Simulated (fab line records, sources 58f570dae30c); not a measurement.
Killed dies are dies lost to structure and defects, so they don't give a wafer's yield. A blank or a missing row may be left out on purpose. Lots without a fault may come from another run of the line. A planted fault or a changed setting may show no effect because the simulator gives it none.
A struck lot beside a sound one | flow berkeley_cmos170 | 14 steps out of a route of 331
Sound: wafers L557.1, L557.3, L557.4. Struck: wafers L576.1, L576.3, L576.4. The cause comes at the end.
At each step with rows: each side's tool, then ch and its chambers, then its first start. Under that, the readings that differ: sound wafers | struck wafers | difference of the means | sigmas: that difference in standard deviations of wafers without a fault.
alike: readings whose means differ by less than 2 such deviations, and words and numbers that are the same on both sides. not compared: withheld readings, readings that some wafer has no value for, bounds like >300 that may hide the same value, and numbers for which the record gives no deviation and whose values overlap.
The two part at a step that has a row with sigmas, a row that says differs or no value, or rows on one side only. Numbers that don't overlap but have no deviation are shown without sigmas and don't part them. A reading that every wafer of one side lacks parts them only if that side has two wafers or more.

first, 1 step without rows for these wafers: UCB170_PSD_DEVELOP_05 (develop time 45 s).
UCB170_PSD_CD_MEAS_06: target cd 1200 nm.
  sound on cd_sem-02, day 7 09:25; struck on cd_sem-02, day 11 21:52
  alike: cd_nm
UCB170_PSD_OVL_MEAS_07:
  sound on overlay-02, day 7 09:32; struck on overlay-01, day 11 21:59
  alike: PSD_OVL
then, 1 step without rows for these wafers: UCB170_PSD_IMPLANT_08.
UCB170_PSD_STRIP_09: strips in O2.
  sound on plasma_asher-03 ch 0,1, day 7 09:43; struck on plasma_asher-03 ch 0,1, day 11 22:10
  alike: drypump_motor_current_A, oes_product_au, strip_time_to_endpoint_s
  not compared: rf_hours_counter_h
UCB170_PSD_TW_MEAS_10:
  sound on film_metro-01, day 7 09:49; struck on film_metro-03, day 11 22:16
  reading | sound          | struck         | difference | sigmas
  PSD_TW  | 2307 2311 2316 | 2281 2290 2296 | -22        | -2
then, 6 steps without rows for these wafers: UCB170_PSD_CLEAN_11 (cleans in SPM, time 600 s); UCB170_NSD_HMDS_00 (prime time 60 s); UCB170_NSD_COAT_01 (resist thk 900 nm); UCB170_NSD_SOFTBAKE_02 (time 60 s); UCB170_NSD_EXPOSE_03 (exposes mask NSELECT MOD, target cd 1200 nm); UCB170_NSD_PEB_04.
UCB170_NSD_DEVELOP_05: develop time 45 s.
  sound on litho_track-01 ch 0, day 7 11:00; struck on litho_track-01, day 12 01:00
  no value came back on the struck wafers for chill_plate_temp_C (C), develop_time_s (s), exhaust_pa (Pa); on the sound wafers chill_plate_temp_C (C) reads 22.91 23.06 22.85
  reading                              | sound             | struck            | difference | sigmas
  model.KrF_of_NSD_COAT_01.thk_nm (nm) | 890.9 888.2 890.5 | 902.4 901.9 901.4 | +12.0      |
UCB170_NSD_CD_MEAS_06: target cd 1200 nm.
  sound on cd_sem-01, day 7 11:12; struck on cd_sem-02, day 12 01:55
  reading    | sound                | struck | difference                    | sigmas
  cd_nm (nm) | 1199.2 1198.9 1198.8 | - - -  | no value on the struck wafers |

WHERE THEY PART
First at UCB170_PSD_TW_MEAS_10; last, within this record, at UCB170_NSD_CD_MEAS_06.

WHY: what the simulator had put in
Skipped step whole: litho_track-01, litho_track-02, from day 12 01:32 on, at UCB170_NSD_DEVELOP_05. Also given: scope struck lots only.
